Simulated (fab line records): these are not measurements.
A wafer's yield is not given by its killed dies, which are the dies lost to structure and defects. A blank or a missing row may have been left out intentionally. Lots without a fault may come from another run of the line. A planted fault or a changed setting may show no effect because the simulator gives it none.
Commonality check across tools	flow berkeley_cmos170	Sample size 14 lots and 42 wafers

REASON IT WAS OPENED
At UCB170_CONTACT_THK_MEAS_02 the reading CONTACT_PSG_THK is flagged on 2 of 14 lots. No-fault wafers: 700 nm, standard deviation 5.9.
Rule: flag the lot when none of its wafers has a number, or when each of its wafers that has one lies beyond 4 standard deviations from that mean. As for the other lots, they are considered sound.

lot	measured	on	CONTACT_PSG_THK (nm), wafer by wafer	flag
L585	day 8 11:29	film_metro-02	692 694 691	
L589	day 8 17:08	film_metro-04	702 706 708	
L587	day 8 18:34	film_metro-04	709 707 703	
L588	day 8 18:34	film_metro-03	700 700 702	
L592	day 9 18:26	film_metro-02	719 717 716	
L593	day 9 18:26	film_metro-03	699 699 705	
L596	day 10 03:17	film_metro-02	691 690 695	
L594	day 10 08:55	film_metro-03	705 700 703	
L595	day 10 08:56	film_metro-02	704 705 704	
L597	day 10 13:06	film_metro-04	697 699 703	
L599	day 11 06:06	film_metro-03	694 694 693	
L603	day 12 03:08	film_metro-03	861 858 858	FLAGGED
L606	day 12 08:38	film_metro-02	859 861 863	FLAGGED
L607	day 12 17:49	film_metro-02	705 702 702	
Average over the flagged lots: 860 nm; offset from the usual +160 nm, equal to +27 standard deviations.

WHICH TOOL RAN EACH LOT
2 process steps preceding the reading are held in the record, out of 331 steps in the route. In each cell: the tool, then ch and the chambers that the sampled wafers went through, then the start.
lot	flag	UCB170_SDANNEAL_RTA_01	UCB170_CONTACT_CVD_01
L585		rtp_anneal-01 ch 0, day 8 04:20	lpcvd-02 ch 0, day 8 09:41
L589		rtp_anneal-01 ch 0, day 8 14:08	lpcvd-01 ch 0, day 8 15:21
L587		rtp_anneal-02 ch 0, day 8 14:26	lpcvd-02 ch 0, day 8 16:47
L588		rtp_anneal-01 ch 0, day 8 14:47	lpcvd-02 ch 1, day 8 16:47
L592		rtp_anneal-02 ch 0, day 9 14:48	lpcvd-02 ch 1, day 9 16:40
L593		rtp_anneal-01 ch 0, day 9 14:56	lpcvd-02 ch 0, day 9 16:40
L596		rtp_anneal-02 ch 0, day 10 00:15	lpcvd-02 ch 1, day 10 01:29
L594		rtp_anneal-01 ch 0, day 10 00:26	lpcvd-02 ch 1, day 10 07:07
L595		rtp_anneal-02 ch 0, day 10 00:46	lpcvd-02 ch 1, day 10 07:07
L597		rtp_anneal-01 ch 0, day 10 10:14	lpcvd-02 ch 0, day 10 11:18
L599		rtp_anneal-01 ch 0, day 11 03:13	lpcvd-02 ch 1, day 11 04:17
L603	FLAGGED	rtp_anneal-02 ch 0, day 11 23:59	lpcvd-02 ch 1, day 12 01:21
L606	FLAGGED	rtp_anneal-02 ch 0, day 12 05:46	lpcvd-02 ch 1, day 12 06:50
L607		rtp_anneal-01 ch 0, day 12 14:56	lpcvd-01 ch 1, day 12 16:01
These steps, and what they do:
- UCB170_SDANNEAL_RTA_01: time 5 s.
- UCB170_CONTACT_CVD_01: deposits PSG from SiH4/O2/PH3, target thk 700 nm, time 2820 s.
- UCB170_CONTACT_THK_MEAS_02

FLAGGED AGAINST TOTAL, ONE TOOL AT A TIME (gauges that did the reading follow at the end)
step	tool	lots run	flagged	share of the flagged lots	sound lots run after its first flagged lot
UCB170_SDANNEAL_RTA_01	rtp_anneal-01	8	0	none	-
UCB170_SDANNEAL_RTA_01	rtp_anneal-02	6	2	all	0
UCB170_CONTACT_CVD_01	lpcvd-01	2	0	none	-
UCB170_CONTACT_CVD_01	lpcvd-02	12	2	all	0
UCB170_CONTACT_THK_MEAS_02	film_metro-02	6	1	some	1 (L607)
UCB170_CONTACT_THK_MEAS_02	film_metro-03	5	1	some	0
UCB170_CONTACT_THK_MEAS_02	film_metro-04	3	0	none	-

WHAT IS ALLOWED BY THE TABLE
2 rows of the table ran every flagged lot: rtp_anneal-02 at UCB170_SDANNEAL_RTA_01, lpcvd-02 at UCB170_CONTACT_CVD_01.
- rtp_anneal-02 at UCB170_SDANNEAL_RTA_01 ran 6 lots, 2 of them flagged. Its last sound lot is L595 (day 10 00:46), its first flagged lot L603 (day 11 23:59): a fault that began between those two fits.
- lpcvd-02 at UCB170_CONTACT_CVD_01 ran 12 lots, 2 of them flagged. Its last sound lot is L599 (day 11 04:17), its first flagged lot L603 (day 12 01:21): a fault that began between those two fits. Its own readings (pressure_mtorr) fall more than 4 standard deviations out on all wafers of the flagged lots.
Counting lots can't tell these 2 tools apart, because each fits a fault that began at some hour. More lots, or a look at what each step does to the wafer, might.

WHAT WAS PUT IN BY THE SIMULATOR
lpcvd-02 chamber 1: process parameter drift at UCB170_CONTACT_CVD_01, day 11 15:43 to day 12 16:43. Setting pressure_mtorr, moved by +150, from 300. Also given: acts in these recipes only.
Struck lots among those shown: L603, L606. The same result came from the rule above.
